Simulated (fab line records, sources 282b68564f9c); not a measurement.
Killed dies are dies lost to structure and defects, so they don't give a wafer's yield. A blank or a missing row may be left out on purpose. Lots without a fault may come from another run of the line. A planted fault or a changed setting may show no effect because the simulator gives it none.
fab line records | flow rit_cmos
record lots=14 wafers=42 last_day=7
route steps=202 shown ACTIVE@3 NWELL@37 PRETRO@72 NLDD@109 M1@202
lots that met no fault: from a run of the same line without faults
start_h: hours from the record's first day to the start of the lot's first wafer shown | wait_h: hours since the lot's step before | " the same as in the row above | L1.1+2: a row that stands for several wafers | - no value, or no start given | * or withheld: withheld | < > ~ a bound
route shown NAME@n: a module of which the file shows steps, and the number in the route of the first | usual: mean/standard deviation of fault-free wafers | same: alike in all rows | chamber/n: place in a boat | sites: the reading at each site | _std_site: their standard deviation | _edge_site: outer sites' mean less inner sites' | radius_mm: how far each site lies from the wafer's centre | mask NAME#n: copy n | behind: the tool/chamber that last shaped the wafer | hold: why the lot was held/for how many hours/how that ended | device: the transistor (n, p or np) that didn't switch | end of line: the same wafers' tests at the end of the route | a step without rows: its recipe alone | killed: dies lost to structure and defects at the first sort, not the wafer's yield | map: a wafer's dies, x killed, . not, _ none there
set.NAME: the setting as run; set.NAME@STEP: as run at that earlier step | model.NAME: the simulator's own value behind a step, which no gauge read
steps of the route over a sample of lots; a table a step, a row a wafer
services: from which hour (start_h, from the record's first day; less than 0 if before it) a tool's chamber was out of use, for how many hours, and why
## steps
# step RIT_ACTIVE_THK_MEAS_02
# recipe reads=SiO2_of_ACTIVE_OXIDATION_01
# usual ACTIVE_OXIDE_THK=47.0/0.9
# columns lot.wafer tool chamber start_h wait_h ACTIVE_OXIDE_THK[nm]
L622.4 film_metro-03 - 12.17 0.0 47.4
L622.5 " - " " 47.7
L622.6 " - " " 47.6
L623.2 film_metro-03 - 17.27 0.0 46.6
L623.5 " - " " 46.4
L623.6 " - " " 46.3
L624.1 film_metro-02 - 24.98 0.0 48.3
L624.5 " - " " 49.4
L624.6 " - " " 48.7
L625.2 film_metro-04 - 27.06 0.0 47.3
L625.4 " - " " 47.6
L625.6 " - " " 48.0
L627.1 film_metro-02 - 40.21 0.0 47.0
L627.4 " - " " 47.1
L627.6 " - " " 47.5
L632.1 film_metro-02 - 63.49 0.0 46.5
L632.2 " - " " 46.4
L632.4 " - " " 46.1
L633.1 film_metro-02 - 68.27 0.0 48.5
L633.2 " - " " 48.9
L633.5 " - " " 48.3
L634.1 film_metro-02 - 72.84 0.0 47.3
L634.4 " - " " 46.8
L634.6 " - " " 47.0
L636.1 film_metro-02 - 84.72 0.0 47.5
L636.5 " - " " 48.0
L636.6 " - " " 47.5
L638.1 film_metro-02 - 92.81 0.0 47.5
L638.2 " - " " 46.7
L638.6 " - " " 47.3
L642.2 film_metro-02 - 113.82 0.0 47.0
L642.4 " - " " 46.3
L642.6 " - " " 46.5
L643.1 film_metro-03 - 117.05 0.0 45.3
L643.4 " - " " 45.3
L643.6 " - " " 46.0
L644.1 film_metro-02 - 123.74 0.0 46.4
L644.2 " - " " 47.5
L644.5 " - " " 47.2
L645.2 film_metro-04 - 128.23 0.0 46.6
L645.3 " - " " 46.3
L645.4 " - " " 46.0
# step RIT_NWELL_STRIP_09
# recipe chemistry=O2 time_s=180 resist=NOVOLAK platen_temp_c=withheld power_w=500 pressure_mtorr=4000 o2_flow_sccm=4000
# usual drypump_motor_current_A=5.8/0.37 o2_flow_sccm=4000/12
# columns lot.wafer tool chamber start_h wait_h drypump_motor_current_A o2_flow_sccm rf_hours_counter_h
L622.4 plasma_asher-02 0 26.40 0.1 6.2 3994 -
L622.5 " 1 " " 5.7 4006 -
L622.6 " 0 " " 6.2 4017 -
L623.2 plasma_asher-04 0 28.83 0.1 6.4 3993 40
L623.5 " 1 " " 5.7 4022 -
L623.6 " 0 " " 6.4 3994 -
L624.1 plasma_asher-02 0 33.64 0.1 6.2 3991 24
L624.5 " 0 " " 6.2 3968 -
L624.6 " 1 " " 5.7 4009 -
L625.2 plasma_asher-02 0 44.57 0.1 6.2 3993 25
L625.4 " 0 " " 6.2 4002 -
L625.6 " 0 " " 6.2 4024 -
L627.1 plasma_asher-03 0 48.98 0.1 5.8 4012 36
L627.4 " 0 " " 5.8 4006 -
L627.6 " 1 " " 5.2 3976 -
L632.1 plasma_asher-03 0 77.36 0.1 5.8 3996 39
L632.2 " 1 " " 5.2 3991 39
L632.4 " 0 " " 5.8 4016 -
L633.1 plasma_asher-04 1 81.49 0.1 5.8 4009 45
L633.2 " 0 " " 6.4 3980 45
L633.5 " 0 " " 6.4 4008 -
L634.1 plasma_asher-02 1 85.16 0.1 5.7 4009 30
L634.4 " 1 " " 5.7 4002 -
L634.6 " 0 " " 6.2 3990 -
L636.1 plasma_asher-02 0 94.97 0.1 6.2 3984 30
L636.5 " 0 " " 6.2 3997 -
L636.6 " 1 " " 5.7 4013 -
L638.1 plasma_asher-02 1 103.55 0.1 5.7 3994 31
L638.2 " 0 " " 6.2 4011 31
L638.6 " 1 " " 5.7 3997 -
L642.2 plasma_asher-03 0 124.84 0.1 5.8 3997 44
L642.4 " 0 " " 5.9 3999 -
L642.6 " 0 " " 5.9 3996 -
L643.1 plasma_asher-03 0 128.86 0.1 5.8 3988 45
L643.4 " 0 " " 5.8 3983 -
L643.6 " 0 " " 5.8 3987 -
L644.1 plasma_asher-03 1 132.49 0.1 5.2 3997 45
L644.2 " 0 " " 5.8 3999 45
L644.5 " 0 " " 5.8 4004 -
L645.2 plasma_asher-02 0 140.92 0.1 6.2 4001 36
L645.3 " 0 " " 6.2 4009 -
L645.4 " 1 " " 5.7 4009 -
# step RIT_PRETRO_IMPLANT_08
# recipe species=B energy_kev=45 dose_cm2=1.2e+13 tilt_deg=7
# usual dose_ions_cm2=1.2002e+13/1.2e+10 faraday_current_uA=38.1/0.76
# columns lot.wafer tool chamber start_h wait_h dose_ions_cm2 faraday_current_uA
L622.4 implanter-04 0 36.40 0.2 1.2002e+13 38.9
L622.5 " 0 " " 1.2009e+13 38.4
L622.6 " 0 " " 1.2012e+13 37.1
L623.2 implanter-04 0 41.51 0.2 1.2008e+13 36.9
L623.5 " 0 " " 1.201e+13 37.9
L623.6 " 0 " " 1.2008e+13 38.9
L624.1 implanter-04 0 46.83 0.2 1.1999e+13 38.6
L624.5 " 0 " " 1.2015e+13 37.8
L624.6 " 0 " " 1.1999e+13 38.8
L625.2 implanter-04 0 54.91 0.2 1.1998e+13 39.4
L625.4 " 0 " " 1.2007e+13 37.3
L625.6 " 0 " " 1.2002e+13 37.0
L627.1 implanter-02 0 61.97 0.2 1.2014e+13 38.5
L627.4 " 0 " " 1.1984e+13 38.1
L627.6 " 0 " " 1.2015e+13 39.2
L632.1 implanter-03 0 87.46 0.2 1.2004e+13 38.2
L632.2 " 0 " " 1.2027e+13 37.7
L632.4 " 0 " " 1.1993e+13 38.2
L633.1 implanter-02 0 93.05 0.2 1.2008e+13 38.2
L633.2 " 0 " " 1.2005e+13 37.9
L633.5 " 0 " " 1.1992e+13 37.1
L634.1 implanter-02 0 97.57 0.2 1.2008e+13 38.0
L634.4 " 0 " " 1.1998e+13 36.9
L634.6 " 0 " " 1.2006e+13 38.1
L636.1 implanter-02 0 106.69 0.2 1.2003e+13 38.2
L636.5 " 0 " " 1.2018e+13 37.8
L636.6 " 0 " " 1.2019e+13 38.6
L638.1 implanter-04 0 114.95 0.2 1.1994e+13 37.7
L638.2 " 0 " " 1.1993e+13 38.4
L638.6 " 0 " " 1.1988e+13 37.1
L642.2 implanter-04 0 135.58 0.2 1.057e+13 33.6
L642.4 " 0 " " 1.0566e+13 33.2
L642.6 " 0 " " 1.0545e+13 33.7
L643.1 implanter-04 0 138.68 0.2 1.0584e+13 33.0
L643.4 " 0 " " 1.0564e+13 33.6
L643.6 " 0 " " 1.0559e+13 34.1
L644.1 implanter-02 0 144.48 0.2 1.2006e+13 38.0
L644.2 " 0 " " 1.2013e+13 37.3
L644.5 " 0 " " 1.2008e+13 36.8
L645.2 implanter-02 0 150.94 0.2 1.1993e+13 38.9
L645.3 " 0 " " 1.2003e+13 38.7
L645.4 " 0 " " 1.2005e+13 36.6
# step RIT_PRETRO_TW_MEAS_10
# usual PRETRO_TW=479.0/2.2
# columns lot.wafer tool chamber start_h wait_h PRETRO_TW
L622.4 film_metro-04 - 36.68 0.1 480.1
L622.5 " - " " 477.3
L622.6 " - " " 477.7
L623.2 film_metro-01 - 41.82 0.1 477.4
L623.5 " - " " 479.2
L623.6 " - " " 478.1
L624.1 film_metro-04 - 47.16 0.1 478.6
L624.5 " - " " 479.1
L624.6 " - " " 479.2
L625.2 film_metro-03 - 55.22 0.1 483.3
L625.4 " - " " 481.9
L625.6 " - " " 480.4
L627.1 film_metro-01 - 62.29 0.1 482.9
L627.4 " - " " 483.8
L627.6 " - " " 480.8
L632.1 film_metro-03 - 87.78 0.1 478.6
L632.2 " - " " 484.8
L632.4 " - " " 481.2
L633.1 film_metro-03 - 93.38 0.1 480.2
L633.2 " - " " 482.2
L633.5 " - " " 481.5
L634.1 film_metro-04 - 97.89 0.1 482.0
L634.4 " - " " 475.8
L634.6 " - " " 482.4
L636.1 film_metro-01 - 107.02 0.1 478.8
L636.5 " - " " 479.6
L636.6 " - " " 480.9
L638.1 film_metro-01 - 115.27 0.1 475.8
L638.2 " - " " 473.3
L638.6 " - " " 477.2
L642.2 film_metro-04 - 135.89 0.1 461.1
L642.4 " - " " 460.1
L642.6 " - " " 457.1
L643.1 film_metro-03 - 139.01 0.1 458.3
L643.4 " - " " 458.3
L643.6 " - " " 459.1
L644.1 film_metro-04 - 144.81 0.1 475.3
L644.2 " - " " 472.9
L644.5 " - " " 477.6
L645.2 film_metro-04 - 151.25 0.1 478.2
L645.3 " - " " 478.7
L645.4 " - " " 479.2
# step RIT_NLDD_OVL_MEAS_06
# usual NLDD_OVL=0.5/1.5
# columns lot.wafer tool chamber start_h wait_h NLDD_OVL[nm]
L622.4 overlay-02 - 51.97 - -1.3
L622.5 " - " " 0.2
L622.6 " - " " -1.8
L623.2 overlay-01 - 55.27 - -0.3
L623.5 " - " " -2.6
L623.6 " - " " 0.3
L624.1 overlay-01 - 62.54 - -1.3
L624.5 " - " " -0.9
L624.6 " - " " -0.2
L625.2 overlay-02 - 67.20 - -0.4
L625.4 " - " " 0.7
L625.6 " - " " 0.8
L627.1 overlay-02 - 75.25 - 2.1
L627.4 " - " " 1.1
L627.6 " - " " 2.0
L632.1 overlay-02 - 99.14 - 0.0
L632.2 " - " " -0.3
L632.4 " - " " 0.0
L633.1 overlay-01 - 107.06 - 0.4
L633.2 " - " " 1.7
L633.5 " - " " -0.8
L634.1 overlay-01 - 112.96 - 1.5
L634.4 " - " " -0.7
L634.6 " - " " 2.7
L636.1 overlay-01 - 121.99 - -3.2
L636.5 " - " " -1.9
L636.6 " - " " -3.4
L638.1 overlay-02 - 127.20 - 3.4
L638.2 " - " " 0.0
L638.6 " - " " 1.7
L642.2 overlay-02 - 147.75 - 4.0
L642.4 " - " " 4.0
L642.6 " - " " 2.7
L643.1 overlay-01 - 150.34 - 0.6
L643.4 " - " " 1.2
L643.6 " - " " 0.1
L644.1 overlay-01 - 159.74 - 1.2
L644.2 " - " " 1.9
L644.5 " - " " 2.2
L645.2 overlay-02 - 162.13 - 0.8
L645.3 " - " " -0.3
L645.4 " - " " -0.6
# step RIT_M1_PROBE_99
# usual killed_at_M0_to_M3=0.0/0.12 killed_at_contacts=0.0/0.22 killed_at_front_end=6.5/2.8 killed_dies=6.5/2.8 killed_open=3.2/1.8 killed_short=3.3/2
# same gross_dies=264 killed_at_M4_up=0 killed_at_back_side=0 killed_at_other=0
# columns lot.wafer tool chamber start_h wait_h killed_at_M0_to_M3 killed_at_contacts killed_at_front_end killed_dies killed_open killed_short
L622.4 prober-01 - 68.54 0.2 0 0 7 7 4 2
L622.5 prober-01 - 68.59 0.2 0 0 5 5 4 1
L622.6 prober-01 - 68.64 0.2 0 0 5 5 3 1
L623.2 prober-02 - 71.76 0.1 0 0 5 5 0 5
L623.5 prober-02 - 71.91 0.2 0 0 4 4 1 3
L623.6 prober-02 - 71.96 0.2 0 0 6 6 1 5
L624.1 prober-01 - 78.41 0.1 0 0 7 7 5 2
L624.5 prober-01 - 78.61 0.2 0 0 4 4 2 2
L624.6 prober-01 - 78.66 0.2 0 0 8 8 4 4
L625.2 prober-01 - 84.61 0.1 0 0 6 6 2 4
L625.4 prober-01 - 84.71 0.2 0 0 4 4 4 0
L625.6 prober-01 - 84.81 0.2 0 0 8 8 5 3
L627.1 prober-02 - 91.57 0.1 0 0 7 7 4 3
L627.4 prober-02 - 91.72 0.2 0 0 5 5 2 3
L627.6 prober-02 - 91.82 0.2 0 0 10 10 4 6
L632.1 prober-01 - 114.35 0.1 0 0 3 3 3 0
L632.2 prober-01 - 114.40 0.1 0 0 6 6 4 2
L632.4 prober-01 - 114.50 0.2 0 1 7 8 4 4
L633.1 prober-02 - 122.15 0.1 0 0 11 11 6 5
L633.2 prober-02 - 122.20 0.1 0 0 5 5 2 3
L633.5 prober-02 - 122.35 0.2 0 0 8 8 5 3
L634.1 prober-01 - 128.39 0.1 0 0 2 2 1 1
L634.4 prober-01 - 128.54 0.2 0 0 5 5 2 3
L634.6 prober-01 - 128.64 0.2 0 0 5 5 2 3
L636.1 prober-02 - 139.63 0.1 0 0 11 11 7 4
L636.5 prober-02 - 139.83 0.2 0 0 4 4 1 3
L636.6 prober-02 - 139.88 0.2 0 0 7 7 4 3
L638.1 prober-01 - 143.60 0.1 0 0 6 6 5 1
L638.2 prober-01 - 143.65 0.1 0 0 6 6 2 4
L638.6 prober-01 - 143.85 0.2 0 0 7 7 4 3
L642.2 prober-01 - 163.15 0.1 0 1 12 13 7 6
L642.4 prober-01 - 163.25 0.2 0 0 4 4 1 3
L642.6 prober-01 - 163.35 0.2 0 0 4 4 2 2
L643.1 prober-02 - 165.61 0.1 0 0 7 7 4 3
L643.4 prober-02 - 165.76 0.2 0 0 6 6 2 4
L643.6 prober-02 - 165.86 0.2 1 0 4 5 2 3
L644.1 prober-01 - 175.38 0.1 0 0 6 6 4 2
L644.2 prober-01 - 175.43 0.1 0 0 6 6 4 2
L644.5 prober-01 - 175.58 0.2 0 0 10 10 5 5
L645.2 prober-02 - 177.58 0.1 0 0 9 9 4 5
L645.4 prober-02 - 177.68 0.2 0 0 8 8 2 6
# killed by level:class
L622.4 FOX1:geometric_particle:open=1 FOX2:geometric_particle:open=1 GATE:geometric_particle:open=1 REOX:geometric_particle:short=1 SPACER:geometric_particle:open=1 SPACER:geometric_particle:short=1 PLDD:coat_microbubble_printed=1
L622.5 GATE:geometric_particle:open=2 FOX2:geometric_particle:open=1 REOX:geometric_particle:open=1 SILICIDE:geometric_particle:short=1
L622.6 FOX2:geometric_particle:open=1 GATE:geometric_particle:short=1 GATE:geometric_particle:open=1 SPACER:geometric_particle:open=1 PLDD:coat_microbubble_printed=1
L623.2 GATE:geometric_particle:short=4 SILICIDE:geometric_particle:short=1
L623.5 GATE:geometric_particle:short=2 FOX1:geometric_particle:short=1 SPACER:geometric_particle:open=1
L623.6 SPACER:geometric_particle:short=2 FOX1:geometric_particle:short=1 GATE:geometric_particle:short=1 GATE:geometric_particle:open=1 REOX:geometric_particle:short=1
L624.1 GATE:geometric_particle:open=3 FOX1:geometric_particle:short=1 REOX:geometric_particle:short=1 SPACER:geometric_particle:open=1 SILICIDE:geometric_particle:open=1
L624.5 FOX1:geometric_particle:short=2 GATE:geometric_particle:open=1 SILICIDE:geometric_particle:open=1
L624.6 GATE:geometric_particle:short=2 ACTIVE:geometric_particle:open=1 FOX1:geometric_particle:open=1 GATE:geometric_particle:open=1 REOX:geometric_particle:short=1 SILICIDE:geometric_particle:short=1 SILICIDE:geometric_particle:open=1
L625.2 FOX2:geometric_particle:open=2 REOX:geometric_particle:short=2 GATE:geometric_particle:short=1 SILICIDE:geometric_particle:short=1
L625.4 REOX:geometric_particle:open=2 SPACER:geometric_particle:open=2
L625.6 SPACER:geometric_particle:open=2 FOX1:geometric_particle:short=1 FOX2:geometric_particle:open=1 GATE:geometric_particle:open=1 GATE:geometric_particle:short=1 SILICIDE:geometric_particle:open=1 SILICIDE:geometric_particle:short=1
L627.1 GATE:geometric_particle:open=2 FOX2:geometric_particle:open=1 GATE:geometric_particle:short=1 SPACER:geometric_particle:short=1 SILICIDE:geometric_particle:short=1 SILICIDE:geometric_particle:open=1
L627.4 FOX2:geometric_particle:open=1 FOX2:geometric_particle:short=1 GATE:geometric_particle:short=1 GATE:geometric_particle:open=1 SPACER:geometric_particle:short=1
L627.6 GATE:geometric_particle:short=4 GATE:geometric_particle:open=2 FOX2:geometric_particle:open=1 SPACER:geometric_particle:short=1 SILICIDE:geometric_particle:short=1 SILICIDE:geometric_particle:open=1
L632.1 FOX1:geometric_particle:open=1 GATE:geometric_particle:open=1 REOX:geometric_particle:open=1
L632.2 SPACER:geometric_particle:open=2 GATE:geometric_particle:short=1 GATE:geometric_particle:open=1 REOX:geometric_particle:short=1 REOX:geometric_particle:open=1
L632.4 REOX:geometric_particle:open=2 FOX1:geometric_particle:open=1 FOX1:geometric_particle:short=1 GATE:geometric_particle:open=1 REOX:geometric_particle:short=1 SPACER:geometric_particle:short=1 CONTACT:geometric_particle:short=1
L633.1 GATE:geometric_particle:open=2 REOX:geometric_particle:short=2 SPACER:geometric_particle:short=2 SPACER:geometric_particle:open=2 FOX1:geometric_particle:open=1 GATE:geometric_particle:short=1 SILICIDE:geometric_particle:open=1
L633.2 SPACER:geometric_particle:open=2 GATE:geometric_particle:short=1 SPACER:geometric_particle:short=1 SILICIDE:geometric_particle:short=1
L633.5 GATE:geometric_particle:short=2 SILICIDE:geometric_particle:open=2 GATE:geometric_particle:open=1 REOX:geometric_particle:open=1 SPACER:geometric_particle:open=1 SPACER:geometric_particle:short=1
L634.1 GATE:geometric_particle:open=1 GATE:geometric_particle:short=1
L634.4 FOX1:geometric_particle:short=2 FOX1:geometric_particle:open=1 GATE:geometric_particle:open=1 REOX:geometric_particle:short=1
L634.6 GATE:geometric_particle:short=1 GATE:geometric_particle:open=1 REOX:geometric_particle:short=1 REOX:geometric_particle:open=1 SILICIDE:geometric_particle:short=1
L636.1 GATE:geometric_particle:open=2 REOX:geometric_particle:open=2 SPACER:geometric_particle:open=2 SPACER:geometric_particle:short=2 FOX1:geometric_particle:short=1 GATE:geometric_particle:short=1 SILICIDE:geometric_particle:open=1
L636.5 FOX1:geometric_particle:short=1 FOX2:geometric_particle:short=1 REOX:geometric_particle:short=1 SILICIDE:geometric_particle:open=1
L636.6 GATE:geometric_particle:short=2 SPACER:geometric_particle:open=2 GATE:geometric_particle:open=1 REOX:geometric_particle:short=1 SILICIDE:geometric_particle:open=1
L638.1 GATE:geometric_particle:open=4 GATE:geometric_particle:short=1 SILICIDE:geometric_particle:open=1
L638.2 GATE:geometric_particle:short=4 GATE:geometric_particle:open=1 REOX:geometric_particle:open=1
L638.6 GATE:geometric_particle:open=3 GATE:geometric_particle:short=2 FOX1:geometric_particle:short=1 SILICIDE:geometric_particle:open=1
L642.2 GATE:geometric_particle:short=3 REOX:geometric_particle:open=3 FOX2:geometric_particle:short=2 GATE:geometric_particle:open=2 FOX1:geometric_particle:open=1 FOX2:geometric_particle:open=1 CONTACT:geometric_particle:short=1
L642.4 SPACER:geometric_particle:short=2 REOX:geometric_particle:open=1 REOX:geometric_particle:short=1
L642.6 FOX2:geometric_particle:open=1 GATE:geometric_particle:open=1 REOX:geometric_particle:short=1 SPACER:geometric_particle:short=1
L643.1 GATE:geometric_particle:short=2 FOX1:geometric_particle:open=1 GATE:geometric_particle:open=1 REOX:geometric_particle:open=1 SPACER:geometric_particle:short=1 SILICIDE:geometric_particle:open=1
L643.4 SILICIDE:geometric_particle:short=2 FOX1:geometric_particle:short=1 FOX1:geometric_particle:open=1 GATE:geometric_particle:short=1 GATE:geometric_particle:open=1
L643.6 GATE:geometric_particle:short=1 GATE:geometric_particle:open=1 SPACER:geometric_particle:open=1 SPACER:geometric_particle:short=1 M1:geometric_particle:short=1
L644.1 FOX1:geometric_particle:open=2 GATE:geometric_particle:short=1 REOX:geometric_particle:open=1 SPACER:geometric_particle:open=1 SPACER:geometric_particle:short=1
L644.2 FOX1:geometric_particle:open=3 GATE:geometric_particle:short=2 REOX:geometric_particle:open=1
L644.5 SILICIDE:geometric_particle:open=3 REOX:geometric_particle:short=2 SPACER:geometric_particle:short=2 GATE:geometric_particle:open=1 GATE:geometric_particle:short=1 SPACER:geometric_particle:open=1
L645.2 GATE:geometric_particle:short=4 SILICIDE:geometric_particle:open=2 GATE:geometric_particle:open=1 REOX:geometric_particle:open=1 SPACER:geometric_particle:short=1
L645.4 GATE:geometric_particle:short=2 REOX:geometric_particle:short=2 FOX2:geometric_particle:short=1 FOX2:geometric_particle:open=1 REOX:geometric_particle:open=1 SPACER:geometric_particle:short=1
## services
# columns tool chamber start_h hours kind
implanter-04 - 3.97 9.6 repair
plasma_asher-04 - 13.78 1.1 repair
implanter-02 - 19.99 3.6 pm
implanter-02 - 36.59 2.3 repair
plasma_asher-02 - 38.91 2.8 pm
implanter-03 - 42.50 3.2 pm
implanter-02 - 55.93 1.3 repair
plasma_asher-03 - 102.96 1.5 repair
implanter-04 - 105.12 3.6 repair
plasma_asher-02 - 119.58 1.3 repair
implanter-04 - 125.82 2.4 pm
## key
first_sign step=RIT_PRETRO_IMPLANT_08 reading=dose_ions_cm2 direction=down sigmas=99+ usual=1.2002e+13 struck=1.0565e+13
effect step=RIT_PRETRO_IMPLANT_08 reading=faraday_current_uA direction=down sigmas=6 usual=38.1 struck=33.5
effect step=RIT_PRETRO_TW_MEAS_10 reading=PRETRO_TW direction=down sigmas=9.2 usual=479.0 struck=459.0
met_at RIT_PRETRO_IMPLANT_08
struck_lots L642,L643
tester_left_out L642,L643
not_acting_at RIT_ACTIVE_THK_MEAS_02,RIT_NWELL_STRIP_09,RIT_NLDD_OVL_MEAS_06
onset_between 114.95 135.58
fault kind=process_parameter_drift tool=implanter-04 chamber=- onset_h=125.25 steps=RIT_PRETRO_IMPLANT_08 channel=dose_cm2 offset=-1.44e+12 shape=step end_h=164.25 acts_in=these_recipes_only stated=1.2e+13
# tester_left_out: of these lots the tester's yield and bins aren't shown, on N5 and GAA mostly nor the transistor test; their killed dies are dies lost to structure and defects alone, not to doping, threshold or leakage, so they don't give the yield
